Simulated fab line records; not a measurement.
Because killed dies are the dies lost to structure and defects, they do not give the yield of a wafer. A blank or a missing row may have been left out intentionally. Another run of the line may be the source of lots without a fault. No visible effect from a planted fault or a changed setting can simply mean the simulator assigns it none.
Split-lot experiment ; flow berkeley_cmos170 ; route with 331 steps; 5 lots, 23 wafers read

ON THE SPLIT
At UCB170_NWELL_ETCH_13 (etches Si3N4 in CH3F/Ar/O2, stops on SiO2, target depth 246.4 nm, time 154 s), the setting time_s was moved away from the recipe's 154 s on 5 of the 23 wafers read, by -8.8% to +9.1%. This setting was run at the recipe's value on the other wafers.

The reading comes from the split's own step.

THE READING
KrF_of_NWELL_COAT_07.thk_nm (the simulator's own value, which no gauge read), in nm, at UCB170_NWELL_ETCH_13 (etches Si3N4 in CH3F/Ar/O2, stops on SiO2, target depth 246.4 nm, time 154 s). No usual value for it is given in the file. Across the 18 wafers here that went through the recipe, the average is 720.4 nm and the standard deviation 3 nm.

wafer;tool, chamber at the split;time_s as run, s;against the recipe;KrF_of_NWELL_COAT_07.thk_nm, nm;against lot-mates on the recipe
L077.1;rie_diel-02, 2;154;recipe;716.4;-
L077.2;rie_diel-02, 3;154;recipe;717.6;-
L077.3;rie_diel-02, 0;154;recipe;719.5;-
L077.4;rie_diel-02, 1;154;recipe;716.2;-
L077.5;rie_diel-02, 3;154;recipe;716.5;-
L078.1;rie_diel-01, 1;154;recipe;720.4;-
L078.2;rie_diel-01, 3;154;recipe;717.8;-
L078.4;rie_diel-01, 2;168;+9.1%;704.9;-13.7
L078.5;rie_diel-01, 0;154;recipe;717.7;-
L078.6;rie_diel-01, 1;168;+9.1%;703.3;-15.3
L080.1;rie_diel-02, 1;154;recipe;723.6;-
L080.3;rie_diel-02, 3;154;recipe;719.5;-
L080.5;rie_diel-02, 0;154;recipe;718.6;-
L085.1;rie_diel-01, 0;154;recipe;723.6;-
L085.2;rie_diel-01, 1;154;recipe;722.8;-
L085.3;rie_diel-01, 3;154;recipe;724.3;-
L085.5;rie_diel-01, 3;154;recipe;724.8;-
L085.6;rie_diel-01, 2;154;recipe;721.3;-
L084.1;rie_diel-02, 3;140.5;-8.8%;734.5;+11.1
L084.3;rie_diel-02, 0;154;recipe;725;-
L084.4;rie_diel-02, 2;140.5;-8.8%;735.3;+11.9
L084.5;rie_diel-02, 2;154;recipe;721.7;-
L084.6;rie_diel-02, 1;140.5;-8.8%;737.6;+14.2

FIT RESULTS
A straight line over all 23 wafers: KrF_of_NWELL_COAT_07.thk_nm changes by -1.77 nm for each +1% of time_s; r = -0.94; the points scatter about the line by 2.8 nm.
The same after taking each lot's own level away (the mean of its wafers on the recipe; 23 wafers): -1.5 nm for each +1%; r = -0.97; scatter 1.5 nm.
Per that fit: largest time_s move, reading shift of 14 nm.
From 717.24 to 723.36 nm: that is the span of the lots' own levels, equal to 2.1 times the standard deviation above.
In other words, the slope is changed by the lot-to-lot level; the two fits disagree.
Check: -13.8 nm against its lot-mates is what the line predicts for one of the wafers moved furthest among these (+9.1%) when that wafer is left out of the fit. It came out at -13.7 nm against them.

OTHER SPLITS APPLIED TO THESE WAFERS
Other splits were also applied to these wafers ahead of the reading. Each is held against what the fit with the lots' levels taken away leaves over:
other split on the same wafers;wafers away from the commonest value;r with KrF_of_NWELL_COAT_07.thk_nm (lot level and that fit taken away)
UCB170_START_OXIDATION_02 temp_c;5;-0.06
UCB170_ZERO_STRIP_07 o2_flow_sccm;7;-0.16
UCB170_NWELL_CVD_04 pressure_mtorr;10;+0.08

THE WHOLE CHAIN: every reading that the file lists as answering this split, in the file's order
step;what it does;reading;change (the file's fit);r (the file's)
UCB170_NWELL_ETCH_13;etches Si3N4 in CH3F/Ar/O2, stops on SiO2, target depth 246.4 nm, time 154 s;KrF_of_NWELL_COAT_07.thk_nm (the simulator's own value, which no gauge read);-1.51 nm for each +1% of the setting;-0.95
UCB170_NWELL_STRIP_15;strips in O2;strip_time_to_endpoint_s;withheld for each +1% of the setting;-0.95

THE FILE'S OWN FIT
KrF_of_NWELL_COAT_07.thk_nm changes by -1.51 nm for each +1% of time_s, r = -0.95.
